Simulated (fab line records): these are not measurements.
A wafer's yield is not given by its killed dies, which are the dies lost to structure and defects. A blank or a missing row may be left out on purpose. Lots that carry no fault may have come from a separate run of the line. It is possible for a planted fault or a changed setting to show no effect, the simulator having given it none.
Which tool was responsible? :: flow rit-cmos :: 14 lots, 42 wafers sampled, at 2 steps of a route of 202

## WHAT THE GAUGES SHOWED, per wafer
Not one reading of a measure or inspect step in the record can be checked against a usual standard deviation.

## TOOL THAT RAN EACH LOT (tool first, then ch and the chambers of the sampled wafers, then the start)
lot: L233
RIT_GATE_OXIDATION_05: furnace-04 ch 0, day 2 09:17
RIT_M1_PROBE_99: -

lot: L234
RIT_GATE_OXIDATION_05: furnace-03 ch 0, day 2 13:48
RIT_M1_PROBE_99: -

lot: L235
RIT_GATE_OXIDATION_05: furnace-02 ch 0, day 2 17:32
RIT_M1_PROBE_99: prober-02, day 3 18:26

lot: L236
RIT_GATE_OXIDATION_05: furnace-03 ch 0, day 2 22:55
RIT_M1_PROBE_99: prober-01, day 3 23:54

lot: L238
RIT_GATE_OXIDATION_05: furnace-03 ch 0, day 3 11:51
RIT_M1_PROBE_99: -

lot: L240
RIT_GATE_OXIDATION_05: furnace-04 ch 0, day 3 19:24
RIT_M1_PROBE_99: -

lot: L242
RIT_GATE_OXIDATION_05: furnace-03 ch 0, day 4 05:35
RIT_M1_PROBE_99: prober-01, day 5 05:56

lot: L244
RIT_GATE_OXIDATION_05: furnace-03 ch 0, day 4 17:52
RIT_M1_PROBE_99: prober-02, day 5 22:17

lot: L245
RIT_GATE_OXIDATION_05: furnace-02 ch 0, day 4 21:35
RIT_M1_PROBE_99: -

lot: L248
RIT_GATE_OXIDATION_05: furnace-04 ch 0, day 5 12:53
RIT_M1_PROBE_99: -

lot: L250
RIT_GATE_OXIDATION_05: furnace-04 ch 0, day 5 22:50
RIT_M1_PROBE_99: -

lot: L254
RIT_GATE_OXIDATION_05: furnace-04 ch 0, day 6 18:19
RIT_M1_PROBE_99: -

lot: L255
RIT_GATE_OXIDATION_05: furnace-04 ch 0, day 6 22:25
RIT_M1_PROBE_99: -

lot: L256
RIT_GATE_OXIDATION_05: furnace-04 ch 0, day 7 04:06
RIT_M1_PROBE_99: -
- RIT_GATE_OXIDATION_05: target thk 3 nm, ox time 270 s.
- RIT_M1_PROBE_99

## WHAT THE TOOLS THEMSELVES READ (means of the sampled wafers that have a number; where no wafer has one, the mark that the record gives instead)
RIT_M1_PROBE_99. Usual: killed-at-contacts 0.1, standard deviation 0.36; killed-at-front-end 7.2, standard deviation 2.9; killed-dies 7.4, standard deviation 2.9; killed-on-rim 2.0, standard deviation 1.5; killed-open 3.8, standard deviation 2; killed-short 3.5, standard deviation 2.
lot: L235
tool: prober-02
killed-at-contacts: 0.0
killed-at-front-end: 5.3
killed-dies: 5.3
killed-on-rim: 1.3
killed-open: 2.7
killed-short: 2.7
flag: 

lot: L236
tool: prober-01
killed-at-contacts: 0.0
killed-at-front-end: 10.0
killed-dies: 10.0
killed-on-rim: 3.7
killed-open: 6.0
killed-short: 4.0
flag: 

lot: L242
tool: prober-01
killed-at-contacts: 0.3
killed-at-front-end: 88.0
killed-dies: 88.3
killed-on-rim: 24.3
killed-open: 4.0
killed-short: 4.3
flag: OFF

lot: L244
tool: prober-02
killed-at-contacts: 0.0
killed-at-front-end: 80.0
killed-dies: 80.0
killed-on-rim: 20.3
killed-open: 3.0
killed-short: 4.3
flag: OFF

## THE ANSWER, worked out from the rows above alone
Rule: a lot counts as off when the mean over its wafers that have a number is more than 3 standard deviations away from the usual mean. Also off: a lot with no number at a reading for which 4 or more lots have one. The other lots that the step has rows for count as sound. After the gauges, taken in route order, come the tools' own readings; for these a lot's mean is taken, as printed above. At the first step where some lot is off, the reading lying furthest off is the one used; lots without a number count as furthest.
Off: L242, L244, at RIT_M1_PROBE_99 (killed-dies). Neither off nor sound, because the step has no rows for them: L233, L234, L238, L240, L245, L248, L250, L254, L255, L256.
A tool fits if, at that step or a process step before it, it ran every lot that is off, and no sound lot after the first of them. One fits: furnace-03 at RIT_GATE_OXIDATION_05. Its last sound lot is L236 (day 2 22:55), its first lot that is off L242 (day 4 05:35): a fault that began between those two fits.

## WHAT WAS PUT IN BY THE SIMULATOR
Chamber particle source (furnace-03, RIT_GATE_OXIDATION_05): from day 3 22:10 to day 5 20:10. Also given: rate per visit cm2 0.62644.
Lots struck among those shown: L242, L244. The rule given above showed the same thing.
